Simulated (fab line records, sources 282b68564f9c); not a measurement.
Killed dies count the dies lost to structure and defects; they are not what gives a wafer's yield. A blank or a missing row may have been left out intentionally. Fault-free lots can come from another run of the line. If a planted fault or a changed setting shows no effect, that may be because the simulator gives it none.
Code-filled problem report in 8D (eight disciplines) form / flow rit_cmos / the parts of the form that need people (team, actions taken, sign-off) are left out

1. WHAT IS WRONG
Across 9 wafers from 3 lots, NSD_TW at RIT_NSD_TW_MEAS_10 averages 2840, while fault-free wafers read 3123 with a standard deviation of 21. That puts it -13 standard deviations away from the usual mean.
The first sign was on wafer L136.1 at day 5 14:14, on film_metro-01. The record holds 45 wafers of 15 lots with a number at this step. By rule, "out" or "out of limits" means more than 4 standard deviations away from the usual mean. All remaining wafers that have a number are taken as sound.

2. WHAT IT IS AND WHAT IT IS NOT
question=which readings at this step | is=NSD_TW | is not=-
question=which lots | is=L136, L137, L141 | is not=L125, L126, L127, L129, L130, L131, L132, L133, L135, L144, L146, L148
question=which wafers of those lots | is=all that have a number | is not=-
question=read on which gauges | is=film_metro-01, film_metro-03, film_metro-04 | is not=-
question=when | is=from day 5 14:14 | is not=up to then (27 sound wafers); but 9 sound wafers of L144, L146, L148 came after

3. WHAT RULES OUT EACH SUSPECT
Counting: a tool at a process step up to the reading stays a suspect if it ran every lot that is out and no sound lot after the first of them.
- ruled out: the gauge at RIT_NSD_TW_MEAS_10. 3 gauges (film_metro-01, film_metro-03, film_metro-04) read the wafers that are out.
- implanter-03 at RIT_NSD_IMPLANT_08: kept. It processed each lot that is out, first L136 at day 5 13:55, and no sound lot thereafter; up to then, the last sound lot it processed was L135 at day 5 07:27. Its own readings are out on those wafers: beam_energy_keV.
Remaining after the count: implanter-03 at RIT_NSD_IMPLANT_08.

4. THE CAUSE (what the simulator had put in)
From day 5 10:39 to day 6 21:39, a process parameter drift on implanter-03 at RIT_NSD_IMPLANT_08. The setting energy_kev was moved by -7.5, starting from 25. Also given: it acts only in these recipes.
Counting left only this tool.

5. THE EFFECT CHAIN, in route order
Each row: a reading where the mean over the struck wafers with a number is more than 3 standard deviations away from the usual. Scope: only readings with a usual standard deviation given in the record; hours: median across lots of the time from each lot's start at the first step in this table that gives one to its start at this step; sigmas: change in usual standard deviations.
hours=0; step=RIT_NSD_IMPLANT_08; reading=beam_energy_keV; usual=24.999; on struck wafers=17.495; change=-7.504; sigmas=-99 or more
hours=0; step=RIT_NSD_TW_MEAS_10; reading=NSD_TW; usual=3123; on struck wafers=2840; change=-283; sigmas=-13
hours=2; step=RIT_SDANNEAL_RS_MEAS_05; reading=NSD_RS; usual=85.16 ohm/sq; on struck wafers=88.23; change=+3.07; sigmas=+11
It contains these process steps:
- RIT_NSD_IMPLANT_08

6. WHAT WOULD HAVE CAUGHT IT SOONER
In this record the first reading out of limits at a measuring or inspecting step was taken at day 5 14:14, 4 hours after the fault began at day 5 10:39.
At RIT_NSD_IMPLANT_08, the tool's own readings (beam_energy_keV) were out on each struck wafer the step has a row for, so an alarm limit on them would have fired on the first such wafer.
Lots out: 3; of these, L137, L141 started RIT_NSD_IMPLANT_08 on implanter-03 after day 5 14:14. A hold on the tool at that time would have spared those 2.
